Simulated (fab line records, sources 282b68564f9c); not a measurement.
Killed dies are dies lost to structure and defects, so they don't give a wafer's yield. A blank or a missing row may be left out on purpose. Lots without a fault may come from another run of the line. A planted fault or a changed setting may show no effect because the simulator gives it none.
fab line records | flow rit_cmos
record lots=7 wafers=21 last_day=7
route steps=202 shown SILICIDE@161 CONTACT@168 M1@202
lots that met no fault: from a run of the same line without faults
start_h: hours from the record's first day to the start of the lot's first wafer shown | wait_h: hours since the lot's step before | " the same as in the row above | L1.1+2: a row that stands for several wafers | - no value, or no start given | * or withheld: withheld | < > ~ a bound
route shown NAME@n: a module of which the file shows steps, and the number in the route of the first | usual: mean/standard deviation of fault-free wafers | same: alike in all rows | chamber/n: place in a boat | sites: the reading at each site | _std_site: their standard deviation | _edge_site: outer sites' mean less inner sites' | radius_mm: how far each site lies from the wafer's centre | mask NAME#n: copy n | behind: the tool/chamber that last shaped the wafer | hold: why the lot was held/for how many hours/how that ended | device: the transistor (n, p or np) that didn't switch | end of line: the same wafers' tests at the end of the route | a step without rows: its recipe alone | killed: dies lost to structure and defects at the first sort, not the wafer's yield | map: a wafer's dies, x killed, . not, _ none there
set.NAME: the setting as run; set.NAME@STEP: as run at that earlier step | model.NAME: the simulator's own value behind a step, which no gauge read
lots at some steps of the route; a table a step, a row a wafer
services: from which hour (start_h, from the record's first day; less than 0 if before it) a tool's chamber was out of use, for how many hours, and why
## steps
# step RIT_SILICIDE_WET_ETCH_00
# recipe chemistry=BOE target=SiO2 target_depth_nm=14 time_s=15 dry=n2_spin dilution=10:1 temp_c=21.5
# step RIT_SILICIDE_SPUTTER_01
# recipe material=Ti target_thk_nm=30 power_w=350 chamber_pressure_pa=0.667 gas=Ar time_s=240 substrate_temp_c=25
# usual throttle_valve_pct=31.1/1.1
# columns lot.wafer tool chamber start_h wait_h throttle_valve_pct
L752.1 pvd_sputter-02 - 64.55 0.0 29.2
L752.3 " - " " 30.9
L752.4 " - " " 30.9
L760.1 pvd_sputter-02 - 105.88 0.0 29.3
L760.2 " - " " 32.0
L760.4 " - " " 30.8
L761.3 pvd_sputter-03 - 107.45 0.0 32.3
L761.5 " - " " 32.3
L761.6 " - " " 28.8
L762.1 pvd_sputter-04 - 115.40 0.0 30.9
L762.3 " - " " 32.8
L762.6 " - " " 31.0
L763.2 pvd_sputter-02 - 121.49 0.0 30.9
L763.3 " - " " 29.4
L763.5 " - " " 30.8
L767.3 pvd_sputter-02 - 136.40 0.0 31.7
L767.4 " - " " 29.2
L767.5 " - " " 31.2
L773.3 pvd_sputter-04 - 168.34 0.0 32.7
L773.4 " - " " 31.0
L773.6 " - " " 31.9
# step RIT_SILICIDE_RS_MEAS_02
# recipe thk_meas_gauge=four-point-probe reads=Ti_of_SILICIDE_SPUTTER_01
# usual SILICIDE_TI_RS=48.1/0.64
# columns lot.wafer tool chamber start_h wait_h SILICIDE_TI_RS[ohm/sq]
L752.1 film_metro-02 - 64.70 0.1 49.5
L752.3 " - " " 49.3
L752.4 " - " " 49.3
L760.1 film_metro-01 - 106.05 0.1 49.3
L760.2 " - " " 48.7
L760.4 " - " " 48.8
L761.3 film_metro-01 - 107.64 0.1 47.3
L761.5 " - " " 47.0
L761.6 " - " " 47.1
L762.1 film_metro-01 - 115.55 0.1 48.5
L762.3 " - " " 48.1
L762.6 " - " " 48.4
L763.2 film_metro-01 - 121.66 0.1 48.0
L763.3 " - " " 48.0
L763.5 " - " " 48.2
L767.3 film_metro-04 - 136.59 0.1 48.6
L767.4 " - " " 48.9
L767.5 " - " " 48.5
L773.3 film_metro-01 - 168.53 0.1 47.9
L773.4 " - " " 48.5
L773.6 " - " " 48.2
# step RIT_SILICIDE_THK_MEAS_03
# recipe thk_meas_gauge=xrf reads=Ti_of_SILICIDE_SPUTTER_01
# usual SILICIDE_TI_THK=29.7/0.41
# columns lot.wafer tool chamber start_h wait_h SILICIDE_TI_THK[nm]
L752.1 film_metro-02 - 64.82 0.1 28.8
L752.3 " - " " 29.0
L752.4 " - " " 29.1
L760.1 film_metro-01 - 106.17 0.1 29.2
L760.2 " - " " 29.5
L760.4 " - " " 29.3
L761.3 film_metro-01 - 107.74 0.1 30.1
L761.5 " - " " 30.3
L761.6 " - " " 30.4
L762.1 film_metro-01 - 115.67 0.1 29.4
L762.3 " - " " 29.8
L762.6 " - " " 29.5
L763.2 film_metro-01 - 121.77 0.1 30.0
L763.3 " - " " 30.0
L763.5 " - " " 29.8
L767.3 film_metro-04 - 136.69 0.1 29.4
L767.4 " - " " 29.2
L767.5 " - " " 29.3
L773.3 film_metro-01 - 168.63 0.1 30.0
L773.4 " - " " 29.7
L773.6 " - " " 30.0
# step RIT_SILICIDE_RTA_04
# recipe temp_c=650 time_s=10 idle_temp_c=25 ramp_up_s=5 ramp_down_s=5 cool_to_c=25 ambient=N2
# usual wafer_temp_C_max=653.3/1.4
# columns lot.wafer tool chamber start_h wait_h wafer_temp_C_max
L752.1 rtp_anneal-02 0 64.88 0.1 653.0
L752.3 " 0 " " 655.7
L752.4 " 0 " " 654.0
L760.1 rtp_anneal-01 0 106.23 0.1 651.9
L760.2 " 0 " " 651.6
L760.4 " 0 " " 652.7
L761.3 rtp_anneal-02 0 107.81 0.1 654.0
L761.5 " 0 " " 653.6
L761.6 " 0 " " 654.2
L762.1 rtp_anneal-01 0 115.73 0.1 652.9
L762.3 " 0 " " 651.9
L762.6 " 0 " " 652.7
L763.2 rtp_anneal-02 0 121.83 0.1 653.0
L763.3 " 0 " " 653.4
L763.5 " 0 " " 653.6
L767.3 rtp_anneal-02 0 136.75 0.1 654.1
L767.4 " 0 " " 654.5
L767.5 " 0 " " 653.6
L773.3 rtp_anneal-01 0 168.70 0.1 652.1
L773.4 " 0 " " 651.4
L773.6 " 0 " " 651.4
# step RIT_SILICIDE_WET_ETCH_05
# recipe chemistry=SPM target=Ti temp_c=90 time_s=120 dry=n2_spin
# step RIT_SILICIDE_RTA_06
# recipe temp_c=750 time_s=10 idle_temp_c=25 ramp_up_s=5 ramp_down_s=10 cool_to_c=25 ambient=N2
# usual wafer_temp_C_max=753.8/1.5
# columns lot.wafer tool chamber start_h wait_h wafer_temp_C_max
L752.1 rtp_anneal-02 0 64.99 0.0 754.8
L752.3 " 0 " " 755.1
L752.4 " 0 " " 755.8
L760.1 rtp_anneal-02 0 106.34 0.0 754.3
L760.2 " 0 " " 753.7
L760.4 " 0 " " 755.1
L761.3 rtp_anneal-01 0 107.91 0.0 753.2
L761.5 " 0 " " 752.0
L761.6 " 0 " " 753.3
L762.1 rtp_anneal-02 0 115.84 0.0 754.9
L762.3 " 0 " " 756.1
L762.6 " 0 " " 755.9
L763.2 rtp_anneal-01 0 121.94 0.0 751.9
L763.3 " 0 " " 752.5
L763.5 " 0 " " 752.6
L767.3 rtp_anneal-01 0 136.90 0.0 752.8
L767.4 " 0 " " 752.4
L767.5 " 0 " " 752.9
L773.3 rtp_anneal-02 0 168.80 0.0 754.0
L773.4 " 0 " " 756.1
L773.6 " 0 " " 753.9
# step RIT_CONTACT_CVD_00
# recipe material=SiO2 target_thk_nm=400 precursor=TEOS temp_c=390 time_s=61 rf_w=400
# usual heater_power_w=288/57
# columns lot.wafer tool chamber start_h wait_h heater_power_w
L752.1 pecvd-01 0 65.05 0.1 224
L752.3 " 2 " " 318
L752.4 " 1 " " 359
L760.1 pecvd-04 2 106.41 0.1 331
L760.2 " 1 " " 404
L760.4 " 0 " " 191
L761.3 pecvd-01 0 107.96 0.0 244
L761.5 " 2 " " 352
L761.6 " 1 " " 325
L762.1 pecvd-02 0 115.90 0.1 301
L762.3 " 2 " " 259
L762.6 " 2 " " 186
L763.2 pecvd-04 1 121.99 0.0 380
L763.3 " 0 " " 252
L763.5 " 0 " " 269
L767.3 pecvd-01 2 136.94 0.0 295
L767.4 " 2 " " 316
L767.5 " 1 " " 263
L773.3 pecvd-01 2 168.85 0.0 303
L773.4 " 2 " " 317
L773.6 " 0 " " 224
# step RIT_CONTACT_THK_MEAS_01
# recipe reads=SiO2_of_CONTACT_CVD_00
# usual CONTACT_TEOS_THK=400/4.6
# columns lot.wafer tool chamber start_h wait_h CONTACT_TEOS_THK[nm]
L752.1 film_metro-01 - 65.10 0.0 392
L752.3 " - " " 396
L752.4 " - " " 405
L760.1 film_metro-03 - 106.46 0.0 395
L760.2 " - " " 395
L760.4 " - " " 406
L761.3 film_metro-02 - 108.03 0.0 393
L761.5 " - " " 400
L761.6 " - " " 404
L762.1 film_metro-02 - 115.96 0.0 407
L762.3 " - " " 401
L762.6 " - " " 408
L763.2 film_metro-01 - 122.05 0.0 397
L763.3 " - " " 402
L763.5 " - " " 402
L767.3 film_metro-03 - 137.01 0.0 395
L767.4 " - " " 403
L767.5 " - " " 408
L773.3 film_metro-03 - 168.92 0.0 396
L773.4 " - " " 398
L773.6 " - " " 406
# step RIT_CONTACT_HMDS_02
# recipe prime_time_s=60 prime_temp_c=140
# step RIT_CONTACT_COAT_03
# recipe resist=NOVOLAK spin_rpm=3250 resist_thk_nm=1000
# step RIT_CONTACT_SOFTBAKE_04
# recipe resist=NOVOLAK temp_c=90 time_s=60
# step RIT_CONTACT_EXPOSE_05
# recipe mask_id=M11 na=0.6 source_shape=conventional sigma_outer=0.5 target_cd_nm=1000 dose_mj=250
# usual stage_vel_mm_s=499.98/0.23
# columns lot.wafer tool chamber start_h wait_h mask stage_vel_mm_s model.CONTACT.overlay_x_nm
L752.1 iline_stepper-02 0 65.74 0.2 M11#0 500.07 -0.8009
L752.3 " 0 " " M11#0 499.86 -0.8009
L752.4 " 0 " " M11#0 500.04 -0.8009
L760.1 iline_stepper-02 0 106.97 0.1 M11#0 499.59 -0.5269
L760.2 " 0 " " M11#0 500.11 -0.5269
L760.4 " 0 " " M11#0 499.65 -0.5269
L761.3 iline_stepper-02 0 108.56 0.1 M11#0 499.82 170.9
L761.5 " 0 " " M11#0 499.61 170.9
L761.6 " 0 " " M11#0 499.27 170.9
L762.1 iline_stepper-02 0 116.47 0.1 M11#0 500.17 173.8
L762.3 " 0 " " M11#0 500.36 173.8
L762.6 " 0 " " M11#0 500.12 173.8
L763.2 iline_stepper-02 0 122.57 0.1 M11#0 500.13 171.8
L763.3 " 0 " " M11#0 500.08 171.8
L763.5 " 0 " " M11#0 500.38 171.8
L767.3 iline_stepper-01 0 137.67 0.2 M11#0 500.20 0.1361
L767.4 " 0 " " M11#0 499.98 0.1361
L767.5 " 0 " " M11#0 499.77 0.1361
L773.3 iline_stepper-01 0 169.57 0.2 M11#0 500.33 0.3243
L773.4 " 0 " " M11#0 500.11 0.3243
L773.6 " 0 " " M11#0 500.04 0.3243
# step RIT_CONTACT_PEB_06
# recipe resist=NOVOLAK temp_c=withheld time_s=withheld
# step RIT_CONTACT_DEVELOP_07
# recipe resist=NOVOLAK develop_time_s=120 dev_temp_c=23
# step RIT_CONTACT_CD_MEAS_08
# recipe target_cd_nm=1000
# usual cd_nm=1000.4/2.3
# columns lot.wafer tool chamber start_h wait_h cd_nm
L752.1 cd_sem-02 - 66.25 - 997.6
L752.3 " - " " 997.2
L752.4 " - " " 998.7
L760.1 cd_sem-02 - 107.48 - 998.7
L760.2 " - " " 997.5
L760.4 " - " " 998.0
L761.3 cd_sem-02 - 109.08 - 1000.3
L761.5 " - " " 998.0
L761.6 " - " " 999.9
L762.1 cd_sem-01 - 116.98 - 996.9
L762.3 " - " " 995.8
L762.6 " - " " 998.0
L763.2 cd_sem-01 - 123.25 - 1004.6
L763.3 " - " " 1003.6
L763.5 " - " " 1001.6
L767.3 cd_sem-02 - 138.18 - 1005.1
L767.4 " - " " 1003.7
L767.5 " - " " 1002.1
L773.3 cd_sem-02 - 170.09 - 1001.0
L773.4 " - " " 1002.3
L773.6 " - " " 1003.9
# step RIT_CONTACT_OVL_MEAS_09
# usual CONTACT_OVL=0.2/1.2
# columns lot.wafer tool chamber start_h wait_h CONTACT_OVL[nm]
L752.1 overlay-01 - 66.37 0.1 -1.0
L752.3 " - " " -2.5
L752.4 " - " " -1.1
L760.1 overlay-01 - 107.60 0.1 -0.9
L760.2 " - " " -0.6
L760.4 " - " " -0.6
L761.3 overlay-01 - 109.17 0.1 169.9
L761.5 " - " " 169.6
L761.6 " - " " 171.6
L762.1 overlay-02 - 117.10 0.1 173.1
L762.3 " - " " 172.3
L762.6 " - " " 173.2
L763.2 overlay-02 - 123.35 0.1 169.4
L763.3 " - " " 171.8
L763.5 " - " " 171.2
L767.3 overlay-01 - 138.28 0.1 2.9
L767.4 " - " " -0.2
L767.5 " - " " -0.7
L773.3 overlay-02 - 170.18 0.1 0.5
L773.4 " - " " 0.2
L773.6 " - " " 1.1
# step RIT_CONTACT_HARDBAKE_10
# recipe resist=NOVOLAK temp_c=140 time_s=60
# step RIT_M1_PROBE_99
# columns lot.wafer tool chamber start_h wait_h model.etest.contact_to_gate.bv_left_v model.etest.contact_to_gate.bv_right_v model.etest.contact_to_gate.short
L752.1 prober-02 - 71.71 0.1 90.21 89.56 0
L752.3 prober-02 - 71.81 0.2 88.06 92.61 0
L752.4 prober-02 - 71.86 0.2 89.08 92.59 0
L760.1 prober-02 - 112.82 0.1 92.45 93.55 0
L760.2 prober-02 - 112.87 0.1 89.27 89.81 0
L760.4 prober-02 - 112.97 0.2 91.16 93.39 0
L761.3 prober-01 - 114.45 0.2 176.9 - 1
L761.5 prober-01 - 114.55 0.2 178.8 8.029 0
L761.6 prober-01 - 114.60 0.2 176.5 5.795 0
L762.1 prober-02 - 122.15 0.1 176.6 4.177 0
L762.3 prober-02 - 122.25 0.2 178.8 5.94 0
L762.6 prober-02 - 122.40 0.2 178.4 - 1
L763.2 prober-01 - 128.44 0.1 179.1 4.23 0
L763.3 prober-01 - 128.49 0.2 179.3 4.423 0
L763.5 prober-01 - 128.59 0.2 178 4.167 0
L767.3 prober-01 - 143.70 0.2 86.89 91.78 0
L767.4 prober-01 - 143.75 0.2 89.69 90.03 0
L767.5 prober-01 - 143.80 0.2 88.99 90.86 0
L773.3 prober-01 - 175.48 0.2 88.1 90.1 0
L773.4 prober-01 - 175.53 0.2 91.12 89.88 0
L773.6 prober-01 - 175.63 0.2 89.34 89.94 0
# killed by level:class
L752.1 FOX1:geometric_particle:open=1 REOX:geometric_particle:open=1 SILICIDE:geometric_particle:short=1
L752.3 GATE:geometric_particle:open=2 FOX2:geometric_particle:short=1 SILICIDE:geometric_particle:open=1 SILICIDE:geometric_particle:short=1
L752.4 GATE:geometric_particle:short=4 FOX1:geometric_particle:short=2 GATE:geometric_particle:open=1 SILICIDE:geometric_particle:short=1
L760.1 GATE:geometric_particle:open=1 REOX:geometric_particle:open=1
L760.2 REOX:geometric_particle:short=4 GATE:geometric_particle:short=3 GATE:geometric_particle:open=1 REOX:geometric_particle:open=1
L760.4 GATE:geometric_particle:open=4 GATE:geometric_particle:short=3 REOX:geometric_particle:short=2 FOX1:geometric_particle:open=1 REOX:geometric_particle:open=1
L761.3 GATE:geometric_particle:open=3 GATE:geometric_particle:short=2 SILICIDE:geometric_particle:short=2 REOX:geometric_particle:short=1 SPACER:geometric_particle:short=1
L761.5 GATE:geometric_particle:short=4 GATE:geometric_particle:open=2 FOX1:geometric_particle:short=1 REOX:geometric_particle:short=1 SILICIDE:geometric_particle:open=1
L761.6 GATE:geometric_particle:open=3 FOX1:geometric_particle:short=2 FOX2:geometric_particle:open=2 GATE:geometric_particle:short=2 REOX:geometric_particle:open=2 SPACER:geometric_particle:open=1
L763.2 FOX1:geometric_particle:short=2 GATE:geometric_particle:open=1 REOX:geometric_particle:open=1 SPACER:geometric_particle:short=1 SILICIDE:geometric_particle:short=1
L763.3 SPACER:geometric_particle:short=2 FOX1:geometric_particle:short=1 GATE:geometric_particle:short=1 REOX:geometric_particle:open=1 SILICIDE:geometric_particle:short=1
L763.5 FOX2:geometric_particle:short=1 REOX:geometric_particle:open=1 REOX:geometric_particle:short=1 SPACER:geometric_particle:open=1
L767.3 GATE:geometric_particle:short=3 FOX2:geometric_particle:open=1
L767.4 SPACER:geometric_particle:short=2 GATE:geometric_particle:open=1 GATE:geometric_particle:short=1 SILICIDE:geometric_particle:open=1
L767.5 GATE:geometric_particle:short=7 GATE:geometric_particle:open=3 CONTACT:geometric_particle:short=1
L773.3 REOX:geometric_particle:short=3 GATE:geometric_particle:open=2 REOX:geometric_particle:open=1 SPACER:geometric_particle:open=1 SILICIDE:geometric_particle:open=1 SILICIDE:geometric_particle:short=1
L773.4 REOX:geometric_particle:open=3 GATE:geometric_particle:short=2 GATE:geometric_particle:open=2 REOX:geometric_particle:short=2 SPACER:geometric_particle:open=2 ACTIVE:geometric_particle:open=1 FOX1:geometric_particle:short=1 SPACER:geometric_particle:short=1
L773.6 FOX1:geometric_particle:open=2 SPACER:geometric_particle:open=1 SILICIDE:geometric_particle:open=1
## services
# columns tool chamber start_h hours kind
iline_stepper-01 - 43.35 1.9 repair
rtp_anneal-01 - 63.63 1.9 pm
iline_stepper-01 - 88.92 28.9 pm
pvd_sputter-02 - 97.25 4.3 repair
pecvd-01 - 108.06 1.6 repair
pecvd-01 - 138.74 2.8 pm
rtp_anneal-01 - 142.08 4.0 pm
pecvd-04 1 159.77 13.0 repair
pvd_sputter-02 - 162.20 8.2 repair
## key
first_sign step=RIT_CONTACT_OVL_MEAS_09 reading=CONTACT_OVL direction=up sigmas=99+ usual=0.2 struck=171.4
effect none on later readings
model_effect step=RIT_CONTACT_EXPOSE_05 value=CONTACT.overlay_x_nm without=0.7186 struck=172.2
model_effect step=RIT_M1_PROBE_99 value=etest.contact_to_gate.bv_left_v without=92.31 struck=178
met_at RIT_CONTACT_EXPOSE_05
struck_wafers L761.3,L761.5,L761.6,L762.1,L762.3,L762.6,L763.2,L763.3,L763.5
sort_left_out L762.1,L762.3,L762.6
tester_left_out L761,L762,L763
onset_between 106.97 108.56
fault kind=scanner_matching_overlay tool=iline_stepper-02 chamber=- onset_h=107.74 steps=RIT_CONTACT_EXPOSE_05 offset=171.45
# tester_left_out: of these lots the tester's yield and bins aren't shown, on N5 and GAA mostly nor the transistor test; their killed dies are dies lost to structure and defects alone, not to doping, threshold or leakage, so they don't give the yield
# sort_left_out: the simulated sort isn't trusted on such a fault, so these wafers' sort isn't shown, and their yield isn't known
